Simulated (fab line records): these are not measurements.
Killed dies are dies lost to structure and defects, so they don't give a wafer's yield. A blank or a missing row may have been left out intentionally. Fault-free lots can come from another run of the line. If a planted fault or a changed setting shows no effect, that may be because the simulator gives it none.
The tool behind it: which one? || flow rit cmos || 42 wafers sampled from 14 lots at 1 step of a route of 202

== WHAT EACH GAUGE READ, for each wafer ==
Not one reading of a measure or inspect step in the record can be checked against a usual standard deviation.

== EACH LOT AND THE TOOL THAT RAN IT (in order: tool; ch and the chambers of the sampled wafers; start) ==
{"lot": "L501", "RIT_NRETRO_EXPOSE_03": "iline stepper-01 ch 0, day 2 11:34"}
{"lot": "L505", "RIT_NRETRO_EXPOSE_03": "iline stepper-01 ch 0, day 3 07:05"}
{"lot": "L506", "RIT_NRETRO_EXPOSE_03": "iline stepper-02 ch 0, day 3 11:45"}
{"lot": "L507", "RIT_NRETRO_EXPOSE_03": "iline stepper-02 ch 0, day 3 15:50"}
{"lot": "L508", "RIT_NRETRO_EXPOSE_03": "iline stepper-01 ch 0, day 3 22:14"}
{"lot": "L509", "RIT_NRETRO_EXPOSE_03": "iline stepper-01 ch 0, day 4 01:47"}
{"lot": "L510", "RIT_NRETRO_EXPOSE_03": "iline stepper-02 ch 0, day 4 07:26"}
{"lot": "L511", "RIT_NRETRO_EXPOSE_03": "iline stepper-01, day 4 12:07"}
{"lot": "L512", "RIT_NRETRO_EXPOSE_03": "iline stepper-02, day 4 16:57"}
{"lot": "L519", "RIT_NRETRO_EXPOSE_03": "iline stepper-01 ch 0, day 6 03:25"}
{"lot": "L520", "RIT_NRETRO_EXPOSE_03": "iline stepper-02 ch 0, day 6 09:02"}
{"lot": "L521", "RIT_NRETRO_EXPOSE_03": "iline stepper-02 ch 0, day 6 13:54"}
{"lot": "L522", "RIT_NRETRO_EXPOSE_03": "iline stepper-01 ch 0, day 6 19:27"}
{"lot": "L523", "RIT_NRETRO_EXPOSE_03": "iline stepper-01 ch 0, day 6 23:41"}
- RIT_NRETRO_EXPOSE_03: exposes mask M4, target cd 43900 nm.

== WHAT THE TOOLS THEMSELVES READ (means of the sampled wafers that have a number; where no wafer has one, the mark that the record gives instead) ==
RIT_NRETRO_EXPOSE_03. Usual: exposure dose mJ cm2 250.00, standard deviation 0.23; focus offset nm -0.1 nm, standard deviation 0.54.
{"lot": "L501", "tool": "iline stepper-01", "exposure dose mJ cm2": 250.09, "focus offset nm (nm)": 0.3, "flag": ""}
{"lot": "L505", "tool": "iline stepper-01", "exposure dose mJ cm2": 249.76, "focus offset nm (nm)": -0.1, "flag": ""}
{"lot": "L506", "tool": "iline stepper-02", "exposure dose mJ cm2": 249.87, "focus offset nm (nm)": 0.4, "flag": ""}
{"lot": "L507", "tool": "iline stepper-02", "exposure dose mJ cm2": 249.93, "focus offset nm (nm)": -0.4, "flag": ""}
{"lot": "L508", "tool": "iline stepper-01", "exposure dose mJ cm2": 250.09, "focus offset nm (nm)": 0.3, "flag": ""}
{"lot": "L509", "tool": "iline stepper-01", "exposure dose mJ cm2": 250.01, "focus offset nm (nm)": 0.6, "flag": ""}
{"lot": "L510", "tool": "iline stepper-02", "exposure dose mJ cm2": 249.75, "focus offset nm (nm)": 0.5, "flag": ""}
{"lot": "L511", "tool": "iline stepper-01", "exposure dose mJ cm2": "-", "focus offset nm (nm)": "-", "flag": "OFF"}
{"lot": "L512", "tool": "iline stepper-02", "exposure dose mJ cm2": "-", "focus offset nm (nm)": "-", "flag": "OFF"}
{"lot": "L519", "tool": "iline stepper-01", "exposure dose mJ cm2": 249.84, "focus offset nm (nm)": -0.5, "flag": ""}
{"lot": "L520", "tool": "iline stepper-02", "exposure dose mJ cm2": 249.99, "focus offset nm (nm)": -1.0, "flag": ""}
{"lot": "L521", "tool": "iline stepper-02", "exposure dose mJ cm2": 250.16, "focus offset nm (nm)": -0.3, "flag": ""}
{"lot": "L522", "tool": "iline stepper-01", "exposure dose mJ cm2": 250.10, "focus offset nm (nm)": -0.5, "flag": ""}
{"lot": "L523", "tool": "iline stepper-01", "exposure dose mJ cm2": 249.91, "focus offset nm (nm)": -0.1, "flag": ""}

== THE ANSWER, worked out from the rows above alone ==
Rule: lot off if the mean of its wafers having a number is beyond 3 standard deviations from the usual mean. A lot without any number at a reading at which 4 lots or more have one is off too. All remaining lots with rows at the step are treated as sound. First the gauges in route order, then the tools' own readings, where a lot's mean is used as printed above. At the first step where some lot is off, the reading lying furthest off is the one used; lots without a number count as furthest.
Off, at RIT_NRETRO_EXPOSE_03 on exposure dose mJ cm2: L511, L512. Without a number there: L511, L512.
A tool fits if, at that step or a process step before it, it ran every lot that is off, and no sound lot after the first of them. No candidate that was tried fits.

== WHAT THE SIMULATOR HAD PUT IN ==
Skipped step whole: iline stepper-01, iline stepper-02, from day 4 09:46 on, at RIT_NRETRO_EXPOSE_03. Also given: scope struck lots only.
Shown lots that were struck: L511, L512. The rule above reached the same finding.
